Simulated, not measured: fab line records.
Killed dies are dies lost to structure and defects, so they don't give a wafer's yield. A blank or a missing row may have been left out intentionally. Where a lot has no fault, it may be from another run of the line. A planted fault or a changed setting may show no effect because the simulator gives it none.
8D (eight disciplines) problem report, filled in by code    flow berkeley cmos170    the parts of the form that need people (team, actions taken, sign-off) are left out

## 1. WHAT IS WRONG
Mean of spin speed rpm at UCB170_CONTACT_COAT_09: 2745.3 rpm across 6 wafers in 2 lots; on wafers with no fault it is 3000.0 rpm (standard deviation 1.6). So: -99 or more standard deviations from the usual mean.
The first sign was on wafer L657.4 at day 11 01:13, on litho track-04. Wafers with a number at this step in the record: 42, from 14 lots. Rule for "out", or "out of limits": more than 4 standard deviations from the usual mean. Any other wafer with a number is counted as sound.

## 2. WHAT IT IS; WHAT IT IS NOT
question                     is                      is not
which readings at this step  spin speed rpm          -
which lots                   L656, L657              L641, L642, L646, L647, L648, L650, L652, L653, L654, L660, L661, L664
which wafers of those lots   all that have a number  -
read on which tools          litho track-04          litho track-01, litho track-03
when                         from day 11 01:13       up to then (27 sound wafers); but 9 sound wafers of L660, L661, L664 came after

## 3. THE SUSPECTS, EACH WITH WHAT RULES IT OUT
Counting: any tool at a process step up to the reading is kept as a suspect provided that every lot that is out went through it and no sound lot did after the first of them.
- plasma asher-02 at UCB170_NWELL_STRIP_15 (strips in O2): ruled out as a lasting fault. Sound lots L661 ran on it after its first lot that is out, L656 (day 5 12:08).
- litho track-04 at UCB170_CONTACT_COAT_09: kept. It ran every lot that is out, first L657 (day 11 01:13), and no sound lot after that; its last sound lot up to then is L654 (day 10 12:40). On those wafers its own readings are out: spin speed rpm.
Left after counting: litho track-04 at UCB170_CONTACT_COAT_09.

## 4. THE CAUSE (what the simulator had put in)
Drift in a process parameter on litho track-04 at UCB170_CONTACT_COAT_09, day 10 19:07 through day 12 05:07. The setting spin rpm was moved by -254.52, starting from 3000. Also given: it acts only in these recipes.
Only this tool survived the counting.

## 5. THE EFFECT CHAIN, in route order
Each row: a reading whose mean over the struck wafers that have a number lies more than 3 standard deviations from the usual. Only readings whose record carries a usual standard deviation are examined. hours: median over the lots of the time between each lot's start at the first step of this table that gives one and its start at this step. sigmas: the change, counted in usual standard deviations.
hours  step                    reading         usual       on struck wafers  change  sigmas
0      UCB170_CONTACT_COAT_09  spin speed rpm  3000.0 rpm  2745.3            -254.7  -99 or more
The process steps in it:
- UCB170_CONTACT_COAT_09
Later measuring or inspecting steps at which every struck wafer that the step has a row for has a number for every such reading, and none has moved that far: UCB170_V2_THK_MEAS_01.

## 6. HOW IT WOULD HAVE BEEN CAUGHT EARLIER
First out-of-limits reading in this record: day 11 01:13, which is 6 hours after fault onset at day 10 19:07.
